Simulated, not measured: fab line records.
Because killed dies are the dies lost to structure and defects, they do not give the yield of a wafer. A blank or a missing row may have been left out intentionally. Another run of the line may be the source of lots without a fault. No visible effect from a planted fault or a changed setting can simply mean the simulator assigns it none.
fab line records	flow rit_cmos
record lots=14	wafers=42	last_day=7
route steps=202 shown PWELL@49 GATE@81 SILICIDE@167
lots untouched by any fault: they come from a run of this same line in which no faults occurred
start_h: hours from the record's first day to the start of the lot's first wafer shown	wait_h: hours since the lot's step before	" same as the row above	L1.1+2: several wafers, shown together as one row	- no value, or no start given	* or withheld: withheld	< > ~ a bound
route shown NAME@n: NAME is a module with steps in the file, n the number in the route of the first one	usual: the fault-free wafers' mean and standard deviation	same: alike in all rows	chamber/n: place in a boat	sites: readings site by site	_std_site: the values' standard deviation	_edge_site: inner sites' mean taken away from outer sites' mean	radius_mm: for every site, how far away it sits from the centre of the wafer	mask NAME#n: copy n	behind: the tool/chamber that last shaped the wafer	hold: what put the lot on hold/how long, in hours/how the hold closed	device: the n, p or np transistor that did not switch	end of line: the same wafers' tests at the end of the route	step lacking rows: just its recipe	killed: count of dies lost to structure and defects at first sort (not the wafer's yield)	map: shows each die of a wafer: x if killed, . if not, _ if none is there
set.NAME: the setting as run; set.NAME@STEP: as run at that earlier step	model.NAME: the simulator's own value behind a step, which no gauge read
steps of the route over a sample of lots; a table a step, a row a wafer
services: the hour from which a tool's chamber was out of use, counted from the record's first day as start_h (under 0 if before that day), plus the number of hours and why
## steps
# step RIT_PWELL_TW_MEAS_10
# usual PWELL_TW=948/4.9
lot.wafer	tool	chamber	start_h	wait_h	PWELL_TW
L789.3	film_metro-03	-	22.92	0.1	945
L789.4	"	-	"	"	952
L789.5	"	-	"	"	948
L790.1	film_metro-03	-	27.54	0.1	955
L790.5	"	-	"	"	952
L790.6	"	-	"	"	949
L792.1	film_metro-03	-	38.98	0.1	950
L792.2	"	-	"	"	949
L792.5	"	-	"	"	949
L794.1	film_metro-03	-	48.26	0.1	944
L794.2	"	-	"	"	946
L794.4	"	-	"	"	947
L795.2	film_metro-04	-	52.56	0.1	941
L795.3	"	-	"	"	947
L795.6	"	-	"	"	945
L796.2	film_metro-03	-	58.62	0.1	943
L796.5	"	-	"	"	950
L796.6	"	-	"	"	950
L798.1	film_metro-03	-	68.37	0.1	954
L798.5	"	-	"	"	945
L798.6	"	-	"	"	944
L800.2	film_metro-04	-	77.81	0.1	943
L800.5	"	-	"	"	942
L800.6	"	-	"	"	943
L801.1	film_metro-02	-	86.48	0.1	948
L801.4	"	-	"	"	946
L801.5	"	-	"	"	950
L804.1	film_metro-02	-	98.00	0.1	950
L804.4	"	-	"	"	954
L804.6	"	-	"	"	945
L805.1	film_metro-04	-	104.13	0.1	948
L805.3	"	-	"	"	946
L805.4	"	-	"	"	946
L808.1	film_metro-02	-	118.52	0.1	950
L808.4	"	-	"	"	945
L808.6	"	-	"	"	953
L809.2	film_metro-02	-	122.42	0.2	959
L809.3	"	-	"	"	955
L809.6	"	-	"	"	951
L810.1	film_metro-03	-	129.91	0.1	944
L810.5	"	-	"	"	948
L810.6	"	-	"	"	946
# step RIT_GATE_OXIDATION_05
# recipe temp_c=900	ambient=O2	target_thk_a=30	ox_time_s=270
# usual spike_tc_centre_C=902.5/1	spike_tc_load_C=926.1/1.8	spike_tc_source_C=922.1/2.1	tube_center_temp_C=900.01/0.08	tube_center_temp_C_max=902.3/0.35
lot.wafer	tool	chamber	start_h	wait_h	spike_tc_centre_C	spike_tc_load_C	spike_tc_source_C	tube_center_temp_C	tube_center_temp_C_max
L789.3	furnace-03	0	32.52	0.0	902.8	927.0	921.6	899.98	902.1
L789.4	"	0	"	"	902.3	926.3	919.4	899.91	902.0
L789.5	"	0	"	"	902.8	927.0	920.8	899.97	902.5
L790.1	furnace-03	0	37.05	0.6	902.9	927.0	920.5	900.02	902.7
L790.5	"	0	"	"	901.2	927.0	921.3	900.31	902.6
L790.6	"	0	"	"	901.5	926.9	920.7	900.01	902.2
L792.1	furnace-03	0	48.95	0.1	902.8	925.3	922.0	899.92	902.3
L792.2	"	0	"	"	900.5	927.4	919.9	899.99	902.3
L792.5	"	0	"	"	902.7	927.4	923.0	900.02	903.3
L794.1	furnace-03	0	57.61	0.1	900.8	928.5	920.5	900.05	903.1
L794.2	"	0	"	"	901.6	927.2	921.4	899.85	901.7
L794.4	"	0	"	"	904.3	925.9	920.1	899.94	901.8
L795.2	furnace-03	0	62.05	0.4	901.3	927.4	920.0	899.98	901.9
L795.3	"	0	"	"	901.6	927.9	918.4	899.96	902.1
L795.6	"	0	"	"	899.9	926.4	919.4	900.07	902.2
L796.2	furnace-04	0	68.14	0.5	903.2	923.8	924.7	899.99	902.8
L796.5	"	0	"	"	900.6	921.3	926.0	899.8	901.9
L796.6	"	0	"	"	901.8	922.3	924.5	900.15	902.3
L798.1	furnace-02	0	79.19	1.3	902.0	927.5	925.4	900.09	902.7
L798.5	"	0	"	"	902.3	924.9	921.9	900.1	902.1
L798.6	"	0	"	"	901.1	926.1	922.5	900	902.0
L800.2	furnace-02	0	87.05	0.2	902.1	925.6	923.7	899.94	902.6
L800.5	"	0	"	"	903.1	926.7	923.7	900.12	902.5
L800.6	"	0	"	"	900.3	926.5	923.0	899.99	902.4
L801.1	furnace-02	0	96.01	0.3	902.9	927.6	923.7	900.12	902.1
L801.4	"	0	"	"	902.9	927.5	923.7	900.05	902.3
L801.5	"	0	"	"	900.9	925.7	924.3	900.08	902.2
L804.1	furnace-03	0	108.55	0.9	902.4	927.7	918.9	900	901.7
L804.4	"	0	"	"	903.2	925.9	919.3	899.96	902.0
L804.6	"	0	"	"	901.4	927.6	921.3	900.08	901.8
L805.1	furnace-04	0	113.72	0.1	901.9	923.1	925.1	899.96	902.1
L805.3	"	0	"	"	901.5	922.4	925.6	900	902.0
L805.4	"	0	"	"	900.3	921.4	923.7	899.99	902.1
L808.1	furnace-03	0	128.40	0.3	903.5	926.4	918.9	900.08	902.4
L808.4	"	0	"	"	901.5	927.2	921.5	899.99	902.3
L808.6	"	0	"	"	903.5	929.2	919.7	899.9	901.7
L809.2	furnace-03	0	132.05	0.2	923.5	946.5	939.8	920.04	921.8
L809.3	"	0	"	"	923.2	947.5	941.8	919.96	922.8
L809.6	"	0	"	"	923.0	949.0	940.0	920.12	922.0
L810.1	furnace-03	0	139.52	0.1	922.7	946.0	938.2	920.1	921.8
L810.5	"	0	"	"	924.1	946.4	940.1	919.97	922.1
L810.6	"	0	"	"	923.2	945.5	941.1	919.85	922.1
# step RIT_GATE_THK_MEAS_07
# recipe reads=SiO2_of_GATE_OXIDATION_05
# usual GATE_OXIDE_THK=3.02/0.058
lot.wafer	tool	chamber	start_h	wait_h	GATE_OXIDE_THK[nm]
L789.3	film_metro-02	-	33.87	0.0	3.06
L789.4	"	-	"	"	2.99
L789.5	"	-	"	"	2.97
L790.1	film_metro-02	-	40.06	0.0	3.00
L790.5	"	-	"	"	2.93
L790.6	"	-	"	"	2.89
L792.1	film_metro-02	-	50.27	0.0	3.01
L792.2	"	-	"	"	3.01
L792.5	"	-	"	"	3.05
L794.1	film_metro-02	-	58.94	0.0	3.00
L794.2	"	-	"	"	3.08
L794.4	"	-	"	"	2.99
L795.2	film_metro-01	-	63.39	0.0	3.03
L795.3	"	-	"	"	2.90
L795.6	"	-	"	"	3.02
L796.2	film_metro-03	-	69.47	0.0	3.05
L796.5	"	-	"	"	3.01
L796.6	"	-	"	"	2.99
L798.1	film_metro-03	-	82.45	0.0	3.02
L798.5	"	-	"	"	2.97
L798.6	"	-	"	"	3.01
L800.2	film_metro-01	-	90.94	0.0	2.97
L800.5	"	-	"	"	3.00
L800.6	"	-	"	"	2.95
L801.1	film_metro-03	-	97.41	0.0	3.05
L801.4	"	-	"	"	3.06
L801.5	"	-	"	"	3.10
L804.1	film_metro-02	-	109.88	0.0	2.99
L804.4	"	-	"	"	3.01
L804.6	"	-	"	"	3.02
L805.1	film_metro-03	-	115.04	0.0	3.01
L805.3	"	-	"	"	3.01
L805.4	"	-	"	"	3.02
L808.1	film_metro-02	-	129.72	0.0	3.04
L808.4	"	-	"	"	3.03
L808.6	"	-	"	"	3.05
L809.2	film_metro-02	-	133.39	0.0	3.72
L809.3	"	-	"	"	3.75
L809.6	"	-	"	"	3.68
L810.1	film_metro-01	-	140.85	0.0	3.90
L810.5	"	-	"	"	3.92
L810.6	"	-	"	"	3.89
# step RIT_GATE_THK_MEAS_09
# recipe reads=poly-Si_of_GATE_CVD_08
# usual GATE_POLY_THK=249.8/1.9
lot.wafer	tool	chamber	start_h	wait_h	GATE_POLY_THK[nm]
L789.3	film_metro-03	-	35.54	0.0	251.0
L789.4	"	-	"	"	250.6
L789.5	"	-	"	"	249.3
L790.1	film_metro-01	-	41.74	0.0	250.4
L790.5	"	-	"	"	249.5
L790.6	"	-	"	"	249.8
L792.1	film_metro-03	-	51.95	0.0	250.2
L792.2	"	-	"	"	250.7
L792.5	"	-	"	"	251.1
L794.1	film_metro-02	-	60.61	0.0	251.0
L794.2	"	-	"	"	251.8
L794.4	"	-	"	"	251.5
L795.2	film_metro-01	-	65.06	0.0	249.0
L795.3	"	-	"	"	249.1
L795.6	"	-	"	"	248.4
L796.2	film_metro-02	-	71.15	0.0	251.1
L796.5	"	-	"	"	249.4
L796.6	"	-	"	"	252.1
L798.1	film_metro-03	-	84.13	0.0	251.4
L798.5	"	-	"	"	251.5
L798.6	"	-	"	"	252.5
L800.2	film_metro-02	-	92.61	0.0	250.2
L800.5	"	-	"	"	249.9
L800.6	"	-	"	"	249.4
L801.1	film_metro-03	-	99.08	0.0	252.4
L801.4	"	-	"	"	251.5
L801.5	"	-	"	"	250.0
L804.1	film_metro-02	-	111.56	0.0	254.1
L804.4	"	-	"	"	254.2
L804.6	"	-	"	"	251.9
L805.1	film_metro-03	-	116.72	0.0	250.6
L805.3	"	-	"	"	252.6
L805.4	"	-	"	"	251.7
L808.1	film_metro-03	-	131.40	0.0	249.8
L808.4	"	-	"	"	247.0
L808.6	"	-	"	"	248.4
L809.2	film_metro-01	-	135.06	0.0	251.2
L809.3	"	-	"	"	249.5
L809.6	"	-	"	"	248.8
L810.1	film_metro-03	-	142.52	0.0	248.4
L810.5	"	-	"	"	247.3
L810.6	"	-	"	"	246.6
# step RIT_SILICIDE_RTA_06
# recipe temp_c=750	time_s=10	idle_temp_c=25	ramp_up_s=5	ramp_down_s=10	cool_to_c=25	ambient=N2
# usual wafer_temp_C_max=752.7/0.66
lot.wafer	tool	chamber	start_h	wait_h	wafer_temp_C_max
L789.3	rtp_anneal-02	0	50.37	0.0	753.0
L789.4	"	0	"	"	753.1
L789.5	"	0	"	"	752.2
L790.1	rtp_anneal-01	0	56.45	0.0	753.1
L790.5	"	0	"	"	752.3
L790.6	"	0	"	"	752.7
L792.1	rtp_anneal-01	0	66.60	0.0	751.9
L792.2	"	0	"	"	751.6
L792.5	"	0	"	"	752.0
L794.1	rtp_anneal-01	0	75.62	0.0	752.7
L794.2	"	0	"	"	752.9
L794.4	"	0	"	"	751.9
L795.2	rtp_anneal-02	0	80.25	0.0	753.1
L795.3	"	0	"	"	753.5
L795.6	"	0	"	"	753.1
L796.2	rtp_anneal-01	0	86.91	0.0	751.5
L796.5	"	0	"	"	751.4
L796.6	"	0	"	"	752.4
L798.1	rtp_anneal-02	0	100.57	0.0	753.3
L798.5	"	0	"	"	752.6
L798.6	"	0	"	"	753.0
L800.2	rtp_anneal-01	0	107.28	0.0	751.8
L800.5	"	0	"	"	752.6
L800.6	"	0	"	"	752.4
L801.1	rtp_anneal-02	0	114.05	0.0	752.3
L801.4	"	0	"	"	752.6
L801.5	"	0	"	"	752.9
L804.1	rtp_anneal-01	0	126.20	0.0	752.3
L804.4	"	0	"	"	751.9
L804.6	"	0	"	"	751.8
L805.1	rtp_anneal-02	0	132.11	0.0	753.8
L805.3	"	0	"	"	752.4
L805.4	"	0	"	"	752.5
L808.1	rtp_anneal-01	0	146.81	0.0	752.8
L808.4	"	0	"	"	751.9
L808.6	"	0	"	"	752.4
L809.2	rtp_anneal-02	0	149.81	0.0	752.7
L809.3	"	0	"	"	753.0
L809.6	"	0	"	"	753.7
L810.1	rtp_anneal-01	0	156.99	0.0	752.9
L810.5	"	0	"	"	752.5
L810.6	"	0	"	"	752.3
## services
tool	chamber	start_h	hours	kind
furnace-03	-	31.21	1.1	repair
furnace-04	-	34.86	3.6	pm
furnace-03	-	88.27	2.9	pm
## key
first_sign step=RIT_GATE_OXIDATION_05	reading=tube_center_temp_C	direction=up	sigmas=99+	usual=*	struck=*
effect step=RIT_GATE_OXIDATION_05	reading=tube_center_temp_C_max	direction=up	sigmas=56	usual=*	struck=*
effect step=RIT_GATE_THK_MEAS_07	reading=GATE_OXIDE_THK	direction=up	sigmas=14	usual=3.02	struck=3.81
met_at RIT_GATE_OXIDATION_05
struck_lots L809,L810
tester_left_out L809,L810
not_acting_at RIT_PWELL_TW_MEAS_10,RIT_GATE_THK_MEAS_09,RIT_SILICIDE_RTA_06
onset_between 128.40 132.05
fault kind=process_parameter_drift	tool=furnace-03	chamber=-	onset_h=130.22	steps=RIT_GATE_OXIDATION_05	channel=temp_c	offset=*	shape=step	end_h=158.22	acts_in=*	stated=*
# tester_left_out: of these lots the tester's yield and bins aren't shown, on N5 and GAA mostly nor the transistor test; their killed dies are dies lost to structure and defects alone, not to doping, threshold or leakage, so they don't give the yield
